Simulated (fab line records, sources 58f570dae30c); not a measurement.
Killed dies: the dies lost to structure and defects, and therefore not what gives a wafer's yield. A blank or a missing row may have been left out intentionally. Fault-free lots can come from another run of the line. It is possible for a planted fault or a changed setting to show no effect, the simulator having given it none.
Which tool was responsible? | flow berkeley_cmos170 | 7 lots with 21 wafers sampled at 2 steps, on a route of 331 steps

## WHAT EACH GAUGE READ, for each wafer
UCB170_SCREENOX_THK_MEAS_02.
lot  | measured    | on            | SCREENOX_OXIDE_THK (nm)
L993 | day 5 11:35 | film_metro-03 | 14.04 14.03 13.83
L996 | day 6 02:42 | film_metro-02 | 14.68 14.62 14.61
L998 | day 6 11:18 | film_metro-01 | 14.19 13.94 14.12
L101 | day 7 02:08 | film_metro-03 | 13.86 13.96 13.87
L104 | day 7 18:47 | film_metro-03 | 14.56 14.54 14.39
L106 | day 8 04:38 | film_metro-01 | 6.09 6.11 6.00
L105 | day 8 04:36 | film_metro-03 | 5.90 5.94 5.79

## WHICH TOOL RAN EACH LOT (tool, then ch and the chambers of the sampled wafers, then the start)
lot  | UCB170_SCREENOX_OXIDATION_01
L993 | furnace-02 ch 0, day 5 09:55
L996 | furnace-01 ch 0, day 6 01:02
L998 | furnace-03 ch 0, day 6 09:38
L101 | furnace-02 ch 0, day 7 00:26
L104 | furnace-03 ch 0, day 7 17:07
L106 | furnace-02 ch 0, day 8 02:55
L105 | furnace-02 ch 0, day 8 02:55
- UCB170_SCREENOX_OXIDATION_01: target thk 14.4 nm, ox time 2400 s.

## THE ANSWER, worked out from the rows above alone
Rule: the usual values come from the lots themselves. The widest of any qualifying gaps counts: lots, ordered by their means at a reading, are off when they make up no more than a third of the lots, leave a main group of 4 or more, and stand apart from it by 3 or more times the standard deviation of that group's means. Not used: any main group whose means are identical at the precision the tables above print for the reading. A lot without any number at a reading at which 4 lots or more have one is off too. All remaining lots with rows at the step are treated as sound.
Off: L106, L105, seen at UCB170_SCREENOX_THK_MEAS_02 (SCREENOX_OXIDE_THK). For the main group the mean is 14.22 nm and the standard deviation 0.3.
If a tool, at a process step before that reading, ran all the lots that are off and no sound lot after the first of them, it fits. Those tools and the gauges at UCB170_SCREENOX_THK_MEAS_02 are tried in the same way. One candidate fits, namely furnace-02 at UCB170_SCREENOX_OXIDATION_01. Its last sound lot is L101 (day 7 00:26), its first lot that is off L105 (day 8 02:55): a fault that began between those two fits.

## WHAT THE SIMULATOR HAD INSERTED
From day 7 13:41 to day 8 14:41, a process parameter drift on furnace-02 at UCB170_SCREENOX_OXIDATION_01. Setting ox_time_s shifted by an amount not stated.
Struck lots among those shown: L105, L106. The same result came from the rule above.
